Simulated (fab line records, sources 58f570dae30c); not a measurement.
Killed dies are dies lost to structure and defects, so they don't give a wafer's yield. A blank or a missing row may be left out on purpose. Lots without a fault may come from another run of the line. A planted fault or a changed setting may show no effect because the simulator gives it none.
Which tool did it? | flow berkeley_cmos170 | 13 lots, 39 wafers sampled, at 1 step of a route of 331

WHAT THE GAUGES READ, wafer by wafer
UCB170_PWELL_OVL_MEAS_13. Usual: PWELL_OVL 1 nm, standard deviation 6.1.
lot  | measured    | on         | PWELL_OVL (nm) | flag
L582 | day 4 00:38 | overlay-01 | -2 3 -10       |
L581 | day 4 00:50 | overlay-02 | 3 9 -4         |
L584 | day 4 11:03 | overlay-02 | -12 0 -8       |
L585 | day 4 23:10 | overlay-02 | -1 0 3         |
L586 | day 5 03:53 | overlay-02 | 1 5 5          |
L589 | day 5 04:22 | overlay-02 | -9 -14 -22     |
L593 | day 6 06:37 | overlay-01 | -5 -4 4        |
L595 | day 6 11:11 | overlay-01 | 1 11 10        |
L596 | day 6 14:52 | overlay-02 | 2 2 3          |
L598 | day 6 22:13 | overlay-02 | 2 -6 7         |
L601 | day 7 12:08 | overlay-02 | -1 6 8         |
L599 | day 7 12:18 | overlay-02 | 4 1 2          |
L600 | day 7 12:27 | overlay-01 | 4 6 2          |

WHICH TOOL RAN EACH LOT (tool, then ch and the chambers of the sampled wafers, then the start)
The record holds no process step before these readings.

WHAT THE TOOLS THEMSELVES READ (means of the sampled wafers that have a number; where no wafer has one, the mark that the record gives instead)
The record holds no such reading with a usual standard deviation.

THE ANSWER, worked out from the rows above alone
Rule: a lot is off if the mean of its wafers that have a number lies more than 3 standard deviations from the usual mean. A lot without any number at a reading at which 4 lots or more have one is off too. The other lots that the step has rows for count as sound. The gauges are gone through in route order, then the tools' own readings, and for those a lot's mean is taken as printed above. The first step at which some lot is off is used, and at that step the reading that is off furthest; a lot without a number counts as furthest.
No lot is off at any reading shown: from this, nothing can be told.

WHAT THE SIMULATOR HAD PUT IN
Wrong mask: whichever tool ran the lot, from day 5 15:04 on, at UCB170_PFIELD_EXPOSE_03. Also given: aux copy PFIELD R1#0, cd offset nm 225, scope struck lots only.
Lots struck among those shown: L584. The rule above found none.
